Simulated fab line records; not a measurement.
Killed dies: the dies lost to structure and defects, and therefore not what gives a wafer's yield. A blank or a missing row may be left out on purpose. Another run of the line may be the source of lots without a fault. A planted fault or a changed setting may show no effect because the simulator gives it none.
Which of the tools did it? || flow berkeley cmos170 || 14 lots, 42 wafers sampled, at 6 steps of a route of 331

## WHAT THE GAUGES READ, wafer by wafer
UCB170_GATE_CD_MEAS_12: target cd 350 nm.
{"lot": "L160", "measured": "day 5 14:47", "on": "cd sem-01", "cd nm (nm)": "349.8 348.1 349.1"}
{"lot": "L161", "measured": "day 6 01:38", "on": "cd sem-01", "cd nm (nm)": "348.3 347.1 348.1"}
{"lot": "L164", "measured": "day 6 15:46", "on": "cd sem-02", "cd nm (nm)": "345.8 347.8 346.3"}
{"lot": "L165", "measured": "day 6 23:18", "on": "cd sem-02", "cd nm (nm)": "350.8 350.3 350.9"}
{"lot": "L168", "measured": "day 6 23:26", "on": "cd sem-01", "cd nm (nm)": "349.2 347.7 349.1"}
{"lot": "L166", "measured": "day 6 23:30", "on": "cd sem-02", "cd nm (nm)": "348.2 349.2 348.3"}
{"lot": "L169", "measured": "day 7 15:53", "on": "cd sem-01", "cd nm (nm)": "347.7 348.4 348.7"}
{"lot": "L171", "measured": "day 8 07:33", "on": "cd sem-02", "cd nm (nm)": "350.5 350.6 350.1"}
{"lot": "L173", "measured": "day 8 18:10", "on": "cd sem-02", "cd nm (nm)": "349.4 347.9 348.1"}
{"lot": "L177", "measured": "day 9 16:40", "on": "cd sem-01", "cd nm (nm)": "348.6 350.0 349.6"}
{"lot": "L176", "measured": "day 9 16:56", "on": "cd sem-02", "cd nm (nm)": "350.6 349.4 351.3"}
{"lot": "L178", "measured": "day 9 20:49", "on": "cd sem-02", "cd nm (nm)": "351.9 350.9 351.6"}
{"lot": "L180", "measured": "day 10 06:13", "on": "cd sem-01", "cd nm (nm)": "350.6 348.7 349.0"}
{"lot": "L181", "measured": "day 10 06:19", "on": "cd sem-02", "cd nm (nm)": "351.5 350.3 350.7"}

UCB170_SILICIDE_RS_MEAS_02: measurement is done with a four-point probe.
{"lot": "L160", "measured": "day 6 10:47", "on": "film metro-02", "SILICIDE_TI_RS (ohm/sq)": "26.2 25.8 26.1"}
{"lot": "L161", "measured": "day 6 16:13", "on": "film metro-02", "SILICIDE_TI_RS (ohm/sq)": "26.4 26.3 26.4"}
{"lot": "L164", "measured": "day 7 05:24", "on": "film metro-03", "SILICIDE_TI_RS (ohm/sq)": "25.6 25.7 25.9"}
{"lot": "L165", "measured": "day 7 13:50", "on": "film metro-02", "SILICIDE_TI_RS (ohm/sq)": "26.0 26.3 26.1"}
{"lot": "L168", "measured": "day 7 14:19", "on": "film metro-03", "SILICIDE_TI_RS (ohm/sq)": "26.2 26.3 26.4"}
{"lot": "L166", "measured": "day 7 14:13", "on": "film metro-02", "SILICIDE_TI_RS (ohm/sq)": "26.0 26.3 26.0"}
{"lot": "L169", "measured": "day 8 07:29", "on": "film metro-02", "SILICIDE_TI_RS (ohm/sq)": "26.5 26.6 26.2"}
{"lot": "L171", "measured": "day 8 22:31", "on": "film metro-03", "SILICIDE_TI_RS (ohm/sq)": "25.4 25.6 25.5"}
{"lot": "L173", "measured": "day 9 09:47", "on": "film metro-03", "SILICIDE_TI_RS (ohm/sq)": "26.2 26.2 26.1"}
{"lot": "L177", "measured": "day 10 11:34", "on": "film metro-02", "SILICIDE_TI_RS (ohm/sq)": "26.0 25.5 26.0"}
{"lot": "L176", "measured": "day 10 08:48", "on": "film metro-02", "SILICIDE_TI_RS (ohm/sq)": "34.0 33.5 33.8"}
{"lot": "L178", "measured": "day 10 13:47", "on": "film metro-02", "SILICIDE_TI_RS (ohm/sq)": "33.8 33.7 34.0"}
{"lot": "L180", "measured": "day 10 22:45", "on": "film metro-02", "SILICIDE_TI_RS (ohm/sq)": "26.0 26.2 26.7"}
{"lot": "L181", "measured": "day 10 23:05", "on": "film metro-01", "SILICIDE_TI_RS (ohm/sq)": "25.5 25.9 25.7"}

UCB170_SILICIDE_THK_MEAS_03: measures by xrf.
{"lot": "L160", "measured": "day 6 10:55", "on": "film metro-02", "SILICIDE_TI_THK (nm)": "30.6 30.9 30.6"}
{"lot": "L161", "measured": "day 6 16:19", "on": "film metro-02", "SILICIDE_TI_THK (nm)": "30.3 30.4 30.3"}
{"lot": "L164", "measured": "day 7 05:31", "on": "film metro-03", "SILICIDE_TI_THK (nm)": "30.8 30.5 30.5"}
{"lot": "L165", "measured": "day 7 13:57", "on": "film metro-02", "SILICIDE_TI_THK (nm)": "30.7 30.6 30.7"}
{"lot": "L168", "measured": "day 7 14:25", "on": "film metro-03", "SILICIDE_TI_THK (nm)": "30.1 29.9 30.0"}
{"lot": "L166", "measured": "day 7 14:20", "on": "film metro-02", "SILICIDE_TI_THK (nm)": "30.9 30.3 30.6"}
{"lot": "L169", "measured": "day 8 07:36", "on": "film metro-02", "SILICIDE_TI_THK (nm)": "30.1 30.0 30.5"}
{"lot": "L171", "measured": "day 8 22:37", "on": "film metro-03", "SILICIDE_TI_THK (nm)": "31.0 30.7 31.0"}
{"lot": "L173", "measured": "day 9 09:54", "on": "film metro-03", "SILICIDE_TI_THK (nm)": "30.3 30.2 30.2"}
{"lot": "L177", "measured": "day 10 11:41", "on": "film metro-02", "SILICIDE_TI_THK (nm)": "30.6 31.1 30.6"}
{"lot": "L176", "measured": "day 10 08:55", "on": "film metro-02", "SILICIDE_TI_THK (nm)": "28.3 28.6 28.5"}
{"lot": "L178", "measured": "day 10 13:54", "on": "film metro-02", "SILICIDE_TI_THK (nm)": "28.4 28.6 28.4"}
{"lot": "L180", "measured": "day 10 22:52", "on": "film metro-02", "SILICIDE_TI_THK (nm)": "30.5 30.4 29.8"}
{"lot": "L181", "measured": "day 10 23:12", "on": "film metro-01", "SILICIDE_TI_THK (nm)": "31.1 30.7 30.9"}

UCB170_CONTACT_CD_MEAS_15: target cd 700 nm.
{"lot": "L160", "measured": "day 6 16:05", "on": "cd sem-02", "cd nm (nm)": "699.7 698.7 698.2"}
{"lot": "L161", "measured": "day 6 20:13", "on": "cd sem-02", "cd nm (nm)": "701.6 701.7 701.6"}
{"lot": "L164", "measured": "day 7 12:02", "on": "cd sem-02", "cd nm (nm)": "699.7 699.9 700.4"}
{"lot": "L165", "measured": "day 7 17:53", "on": "cd sem-02", "cd nm (nm)": "699.3 699.5 699.7"}
{"lot": "L168", "measured": "day 7 18:41", "on": "cd sem-01", "cd nm (nm)": "699.3 699.3 700.0"}
{"lot": "L166", "measured": "day 7 18:25", "on": "cd sem-02", "cd nm (nm)": "700.6 701.1 700.5"}
{"lot": "L169", "measured": "day 8 11:48", "on": "cd sem-01", "cd nm (nm)": "700.2 699.4 700.5"}
{"lot": "L171", "measured": "day 9 04:05", "on": "cd sem-01", "cd nm (nm)": "699.5 698.7 699.7"}
{"lot": "L173", "measured": "day 9 14:01", "on": "cd sem-01", "cd nm (nm)": "700.7 699.1 700.0"}
{"lot": "L177", "measured": "day 10 17:24", "on": "cd sem-01", "cd nm (nm)": "699.5 700.5 700.9"}
{"lot": "L176", "measured": "day 10 14:32", "on": "cd sem-01", "cd nm (nm)": "701.0 700.2 701.1"}
{"lot": "L178", "measured": "day 10 18:57", "on": "cd sem-01", "cd nm (nm)": "697.7 697.3 697.7"}
{"lot": "L180", "measured": "day 11 02:48", "on": "cd sem-02", "cd nm (nm)": "699.0 699.8 698.6"}
{"lot": "L181", "measured": "day 11 03:07", "on": "cd sem-02", "cd nm (nm)": "700.6 701.4 701.5"}

## WHICH TOOL RAN EACH LOT (tool, then ch and the chambers of the sampled wafers, then the start)
{"lot": "L160", "UCB170_SPACER_ETCHBACK_03": "rie diel-02 ch 0,1,2, day 6 01:58", "UCB170_SILICIDE_SPUTTER_01": "pvd sputter-01, day 6 10:46"}
{"lot": "L161", "UCB170_SPACER_ETCHBACK_03": "rie diel-01 ch 0,1,3, day 6 10:23", "UCB170_SILICIDE_SPUTTER_01": "pvd sputter-03, day 6 16:10"}
{"lot": "L164", "UCB170_SPACER_ETCHBACK_03": "rie diel-01 ch 0,1,3, day 6 23:37", "UCB170_SILICIDE_SPUTTER_01": "pvd sputter-03, day 7 05:22"}
{"lot": "L165", "UCB170_SPACER_ETCHBACK_03": "rie diel-02 ch 0,2,3, day 7 08:16", "UCB170_SILICIDE_SPUTTER_01": "pvd sputter-04, day 7 13:48"}
{"lot": "L168", "UCB170_SPACER_ETCHBACK_03": "rie diel-04 ch 0,1,3, day 7 08:16", "UCB170_SILICIDE_SPUTTER_01": "pvd sputter-03, day 7 14:15"}
{"lot": "L166", "UCB170_SPACER_ETCHBACK_03": "rie diel-01 ch 1,2,3, day 7 08:16", "UCB170_SILICIDE_SPUTTER_01": "pvd sputter-01, day 7 14:11"}
{"lot": "L169", "UCB170_SPACER_ETCHBACK_03": "rie diel-01 ch 0,2,3, day 8 01:50", "UCB170_SILICIDE_SPUTTER_01": "pvd sputter-03, day 8 07:27"}
{"lot": "L171", "UCB170_SPACER_ETCHBACK_03": "rie diel-02 ch 0,3, day 8 17:13", "UCB170_SILICIDE_SPUTTER_01": "pvd sputter-01, day 8 22:28"}
{"lot": "L173", "UCB170_SPACER_ETCHBACK_03": "rie diel-04 ch 0,1, day 9 04:44", "UCB170_SILICIDE_SPUTTER_01": "pvd sputter-04, day 9 09:44"}
{"lot": "L177", "UCB170_SPACER_ETCHBACK_03": "rie diel-04 ch 0,1,3, day 10 03:35", "UCB170_SILICIDE_SPUTTER_01": "pvd sputter-03, day 10 11:32"}
{"lot": "L176", "UCB170_SPACER_ETCHBACK_03": "rie diel-01 ch 0,1,2, day 10 03:35", "UCB170_SILICIDE_SPUTTER_01": "pvd sputter-04, day 10 08:45"}
{"lot": "L178", "UCB170_SPACER_ETCHBACK_03": "rie diel-04 ch 0,1, day 10 05:05", "UCB170_SILICIDE_SPUTTER_01": "pvd sputter-04, day 10 13:44"}
{"lot": "L180", "UCB170_SPACER_ETCHBACK_03": "rie diel-01 ch 1,2,3, day 10 15:37", "UCB170_SILICIDE_SPUTTER_01": "pvd sputter-03, day 10 22:41"}
{"lot": "L181", "UCB170_SPACER_ETCHBACK_03": "rie diel-02 ch 0,2,3, day 10 15:37", "UCB170_SILICIDE_SPUTTER_01": "pvd sputter-01, day 10 23:02"}
- UCB170_SPACER_ETCHBACK_03: etches SiO2 in CHF3/CF4/Ar, stops on Si, target depth 376 nm, time 100 s.
- UCB170_SILICIDE_SPUTTER_01: material Ti, target thk 30 nm, time 25 s.

## AS READ BY THE TOOLS THEMSELVES (means over the sampled wafers that have a number; for cases with no such wafer, the mark the record gives instead)
UCB170_SPACER_ETCHBACK_03.
{"lot": "L160", "tool": "rie diel-02", "CHF3_flow_sccm (sccm)": 50.13, "drypump motor current A (A)": 6.1, "oes product au (a.u.)": 0.897, "throttle valve pct (%)": 6.45}
{"lot": "L161", "tool": "rie diel-01", "CHF3_flow_sccm (sccm)": 49.98, "drypump motor current A (A)": 6.0, "oes product au (a.u.)": 0.892, "throttle valve pct (%)": 6.52}
{"lot": "L164", "tool": "rie diel-01", "CHF3_flow_sccm (sccm)": 50.07, "drypump motor current A (A)": 6.0, "oes product au (a.u.)": 0.889, "throttle valve pct (%)": 6.52}
{"lot": "L165", "tool": "rie diel-02", "CHF3_flow_sccm (sccm)": 49.98, "drypump motor current A (A)": 6.0, "oes product au (a.u.)": 0.897, "throttle valve pct (%)": 6.44}
{"lot": "L168", "tool": "rie diel-04", "CHF3_flow_sccm (sccm)": 50.01, "drypump motor current A (A)": 5.9, "oes product au (a.u.)": 0.894, "throttle valve pct (%)": 6.50}
{"lot": "L166", "tool": "rie diel-01", "CHF3_flow_sccm (sccm)": 50.12, "drypump motor current A (A)": 6.3, "oes product au (a.u.)": 0.898, "throttle valve pct (%)": 6.41}
{"lot": "L169", "tool": "rie diel-01", "CHF3_flow_sccm (sccm)": 49.98, "drypump motor current A (A)": 6.2, "oes product au (a.u.)": 0.895, "throttle valve pct (%)": 6.49}
{"lot": "L171", "tool": "rie diel-02", "CHF3_flow_sccm (sccm)": 50.12, "drypump motor current A (A)": 6.1, "oes product au (a.u.)": 0.887, "throttle valve pct (%)": 6.31}
{"lot": "L173", "tool": "rie diel-04", "CHF3_flow_sccm (sccm)": 49.90, "drypump motor current A (A)": 6.3, "oes product au (a.u.)": 0.904, "throttle valve pct (%)": 6.57}
{"lot": "L177", "tool": "rie diel-04", "CHF3_flow_sccm (sccm)": 50.03, "drypump motor current A (A)": 5.9, "oes product au (a.u.)": 0.918, "throttle valve pct (%)": 6.50}
{"lot": "L176", "tool": "rie diel-01", "CHF3_flow_sccm (sccm)": 50.01, "drypump motor current A (A)": 6.0, "oes product au (a.u.)": 0.898, "throttle valve pct (%)": 6.47}
{"lot": "L178", "tool": "rie diel-04", "CHF3_flow_sccm (sccm)": 49.93, "drypump motor current A (A)": 6.3, "oes product au (a.u.)": 0.907, "throttle valve pct (%)": 6.57}
{"lot": "L180", "tool": "rie diel-01", "CHF3_flow_sccm (sccm)": 50.03, "drypump motor current A (A)": 6.3, "oes product au (a.u.)": 0.904, "throttle valve pct (%)": 6.42}
{"lot": "L181", "tool": "rie diel-02", "CHF3_flow_sccm (sccm)": 49.89, "drypump motor current A (A)": 6.0, "oes product au (a.u.)": 0.896, "throttle valve pct (%)": 6.44}

UCB170_SILICIDE_SPUTTER_01.
{"lot": "L160", "tool": "pvd sputter-01", "chamber pressure pa (Pa)": 0.4995, "throttle valve pct (%)": 29.9}
{"lot": "L161", "tool": "pvd sputter-03", "chamber pressure pa (Pa)": 0.4999, "throttle valve pct (%)": 28.1}
{"lot": "L164", "tool": "pvd sputter-03", "chamber pressure pa (Pa)": 0.4995, "throttle valve pct (%)": 28.4}
{"lot": "L165", "tool": "pvd sputter-04", "chamber pressure pa (Pa)": 0.4998, "throttle valve pct (%)": 30.1}
{"lot": "L168", "tool": "pvd sputter-03", "chamber pressure pa (Pa)": 0.5001, "throttle valve pct (%)": 27.5}
{"lot": "L166", "tool": "pvd sputter-01", "chamber pressure pa (Pa)": 0.4998, "throttle valve pct (%)": 30.0}
{"lot": "L169", "tool": "pvd sputter-03", "chamber pressure pa (Pa)": 0.4992, "throttle valve pct (%)": 28.0}
{"lot": "L171", "tool": "pvd sputter-01", "chamber pressure pa (Pa)": 0.4998, "throttle valve pct (%)": 29.8}
{"lot": "L173", "tool": "pvd sputter-04", "chamber pressure pa (Pa)": 0.4996, "throttle valve pct (%)": 29.9}
{"lot": "L177", "tool": "pvd sputter-03", "chamber pressure pa (Pa)": 0.5006, "throttle valve pct (%)": 27.6}
{"lot": "L176", "tool": "pvd sputter-04", "chamber pressure pa (Pa)": 0.6796, "throttle valve pct (%)": 24.4}
{"lot": "L178", "tool": "pvd sputter-04", "chamber pressure pa (Pa)": 0.6783, "throttle valve pct (%)": 25.5}
{"lot": "L180", "tool": "pvd sputter-03", "chamber pressure pa (Pa)": 0.5008, "throttle valve pct (%)": 27.7}
{"lot": "L181", "tool": "pvd sputter-01", "chamber pressure pa (Pa)": 0.5012, "throttle valve pct (%)": 29.5}

## THE ANSWER, worked out from the rows above alone
Rule: the lots themselves supply what counts as usual. Put in order of their means at a reading, lots are off if they are a third of the lots or fewer, leave a main group of 4 or more, and stand apart from it by a gap of 3 or more times the standard deviation of the main group's means; of several such gaps the widest counts. If all means in a main group match to the digits the tables above print for the reading, that group is not used. A lot without any number at a reading at which 4 lots or more have one is off too. All remaining lots with rows at the step are treated as sound. First the gauges in route order, then the tools' own readings, where a lot's mean is used as printed above. At the first step where some lot is off, the reading lying furthest off is the one used; lots without a number count as furthest.
Off: at UCB170_SILICIDE_RS_MEAS_02 (SILICIDE_TI_RS), L176, L178. For the main group the mean is 26.1 ohm/sq and the standard deviation 0.28.
A tool fits if, at a process step before that reading, it ran every lot that is off, and no sound lot after the first of them. The gauges at UCB170_SILICIDE_RS_MEAS_02 aren't tried: what is off there is off at UCB170_SILICIDE_SPUTTER_01 too, on other tools, and a gauge's error can't cause that. One candidate fits, namely pvd sputter-04 at UCB170_SILICIDE_SPUTTER_01. A fault onset in the window from L173 (day 9 09:44, its last sound lot) to L176 (day 10 08:45, its first lot off) fits.
On the lots that are off, the tool's own readings at UCB170_SILICIDE_SPUTTER_01 differ by more than 5 times the standard deviation of the sound lots' means, which bears it out; chamber pressure pa reads 0.6789 Pa there versus 0.5000 Pa on the sound lots.

## WHAT WAS PUT IN BY THE SIMULATOR
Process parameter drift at UCB170_SILICIDE_SPUTTER_01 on pvd sputter-04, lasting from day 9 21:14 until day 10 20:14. Setting chamber pressure pa shifted by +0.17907 from 0.5. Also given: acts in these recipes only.
Shown lots that were struck: L176, L178. The rule above reached the same finding.
